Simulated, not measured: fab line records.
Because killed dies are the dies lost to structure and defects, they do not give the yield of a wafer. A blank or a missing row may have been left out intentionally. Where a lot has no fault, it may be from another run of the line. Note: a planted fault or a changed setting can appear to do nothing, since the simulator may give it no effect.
Problem report in the 8D (eight disciplines) form, filled by code    flow berkeley_cmos170    the parts of the form that need people (team, actions taken, sign-off) are left out

1. THE ISSUE
Across 6 wafers from 2 lots, PLDD_TW at UCB170_PLDD_TW_MEAS_11 averages 950, while fault-free wafers read 1006 with a standard deviation of 11. That is -5.1 standard deviations from the usual mean.
Earliest sighting: wafer L670.1 on film_metro-04 at day 8 13:57. The record holds 42 wafers of 14 lots with a number at this step. Rule for "out", or "out of limits": more than 4 standard deviations from the usual mean. The rest of the wafers with a number are treated as sound.

2. WHAT IT IS, WHAT IT ISN'T
question                     is                            is not
which readings at this step  PLDD_TW                       -
which lots                   L670, L673                    L667, L668, L669, L671, L672, L682, L683, L684, L685, L686, L687, L688
which wafers of those lots   all that have a number        -
read on which gauges         film_metro-01, film_metro-04  film_metro-03
when                         from day 8 13:57              up to then (12 sound wafers); but 24 sound wafers of L671, L682, L683, L684, L685, L686, L687, L688 came after

3. THE SUSPECTS, EACH WITH WHAT RULES IT OUT
Counting: any tool at a process step up to the reading is kept as a suspect provided that every lot that is out went through it and no sound lot did after the first of them.
- the gauge at UCB170_PLDD_TW_MEAS_11 is ruled out. Those wafers that are out were read across 2 gauges (film_metro-01, film_metro-04).
- implanter-03 at UCB170_PLDD_IMPLANT_08: ruled out as a lasting fault. The sound lots L685 went through it after L670, its earliest lot that is out (day 8 13:33).
Left after counting: nothing in the record.

4. THE CAUSE (what the simulator had put in)
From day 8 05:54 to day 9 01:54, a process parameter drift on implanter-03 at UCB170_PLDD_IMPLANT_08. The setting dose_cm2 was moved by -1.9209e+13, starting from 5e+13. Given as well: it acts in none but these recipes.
It was ruled out by counting, in error; the rule expects a fault to strike all lots run on its tool from its start on, and this fault did not.

5. THE CHAIN OF EFFECTS, in route order
Each row: a reading whose mean over the struck wafers that have a number lies more than 3 standard deviations from the usual. Only readings whose record carries a usual standard deviation are examined. hours: median over the lots of the time between each lot's start at the first step of this table that gives one and its start at this step. sigmas: the change, counted in usual standard deviations.
hours  step                        reading             usual          on struck wafers  change  sigmas
0      UCB170_PLDD_IMPLANT_08      dose_ions_cm2       5e+13          3e+13             -2e+13  -99 or more
0      UCB170_PLDD_IMPLANT_08      faraday_current_uA  155            98                -57     -7.8
0      UCB170_PLDD_TW_MEAS_11      PLDD_TW             1006           950               -56     -5.1
17     UCB170_SDANNEAL_RS_MEAS_04  PLDD_RS             1031.2 ohm/sq  1223.3            +192.1  +74
The process steps in it:
- UCB170_PLDD_IMPLANT_08

6. HOW IT WOULD HAVE BEEN CAUGHT EARLIER
In this record the first reading out of limits at a measuring or inspecting step was taken at day 8 13:57, 8 hours after the fault began at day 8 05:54.
At UCB170_PLDD_IMPLANT_08, the tool's own readings (dose_ions_cm2, faraday_current_uA) were out on each struck wafer the step has a row for, so an alarm limit on them would have fired on the first such wafer.
